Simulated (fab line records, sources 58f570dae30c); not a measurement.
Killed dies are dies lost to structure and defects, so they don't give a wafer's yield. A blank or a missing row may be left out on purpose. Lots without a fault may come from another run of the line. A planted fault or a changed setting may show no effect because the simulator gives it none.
Problem report in the 8D (eight disciplines) form, filled by code | flow berkeley_cmos170 | the parts of the form that need people (team, actions taken, sign-off) are left out

1. THE PROBLEM
NWELL_TW at UCB170_NWELL_TW_MEAS_16 reads a mean of 1155 on 6 wafers of 2 lots; wafers without a fault read 1254 with a standard deviation of 12. That is -8.2 standard deviations from the usual mean.
First seen on wafer L582.2, day 4 15:47, on film_metro-04. The record holds 42 wafers of 14 lots with a number at this step. Rule for "out", or "out of limits": more than 4 standard deviations from the usual mean. The other wafers with a number count as sound.

2. WHAT IT IS AND WHAT IT IS NOT
question                    | is                           | is not
which readings at this step | NWELL_TW                     | -
which lots                  | L582, L585                   | L574, L575, L576, L577, L578, L579, L583, L590, L592, L594, L596, L597
which wafers of those lots  | all that have a number       | -
read on which gauges        | film_metro-02, film_metro-04 | film_metro-01
when                        | from day 4 15:47             | up to then (21 sound wafers); but 15 sound wafers of L590, L592, L594, L596, L597 came after

3. SUSPECTS, AND WHAT RULES EACH OUT
Counting: a tool at a process step up to the reading stays a suspect if it ran every lot that is out and no sound lot after the first of them.
- the gauge at UCB170_NWELL_TW_MEAS_16: ruled out. The wafers that are out were read on 2 gauges (film_metro-02, film_metro-04).
- implanter-03 at UCB170_NWELL_IMPLANT_14: kept. It ran every lot that is out, first L582 (day 4 15:33), and no sound lot after that; its last sound lot up to then is L579 (day 3 20:58). Its own readings are out on those wafers: beam_on_s, faraday_current_uA.
Left after counting: implanter-03 at UCB170_NWELL_IMPLANT_14.

4. THE CAUSE (what the simulator had put in)
Process parameter drift: implanter-03, from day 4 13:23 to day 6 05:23, at UCB170_NWELL_IMPLANT_14. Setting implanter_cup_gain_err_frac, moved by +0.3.
Counting left only this tool.

5. THE CHAIN OF EFFECTS, in route order
Each row: a reading whose mean over the struck wafers that have a number lies more than 3 standard deviations from the usual. Only readings for which the record gives a usual standard deviation are gone through. hours: the time from each lot's start at the first step in this table that gives one to its start at this step, as a median over the lots. sigmas: the change in usual standard deviations.
hours | step                    | reading            | usual   | on struck wafers | change | sigmas
0     | UCB170_NWELL_IMPLANT_14 | beam_on_s          | 10.01 s | 7.55             | -2.46  | -12
0     | UCB170_NWELL_IMPLANT_14 | faraday_current_uA | 31.7    | 42.0             | +10.3  | +17
0     | UCB170_NWELL_TW_MEAS_16 | NWELL_TW           | 1254    | 1155             | -99    | -8.2
The process steps in it:
- UCB170_NWELL_IMPLANT_14

6. WHAT WOULD HAVE CAUGHT IT SOONER
In this record the first reading out of limits at a measuring or inspecting step was taken at day 4 15:47, 2 hours after the fault began at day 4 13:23.
The tool's own readings at UCB170_NWELL_IMPLANT_14 were out on every struck wafer that the step has a row for (beam_on_s, faraday_current_uA): an alarm limit on them would have fired on the first of those.
Of the lots that are out (2), L585 began UCB170_NWELL_IMPLANT_14 on implanter-03 after day 4 15:47. A hold on the tool at that time would have spared it.
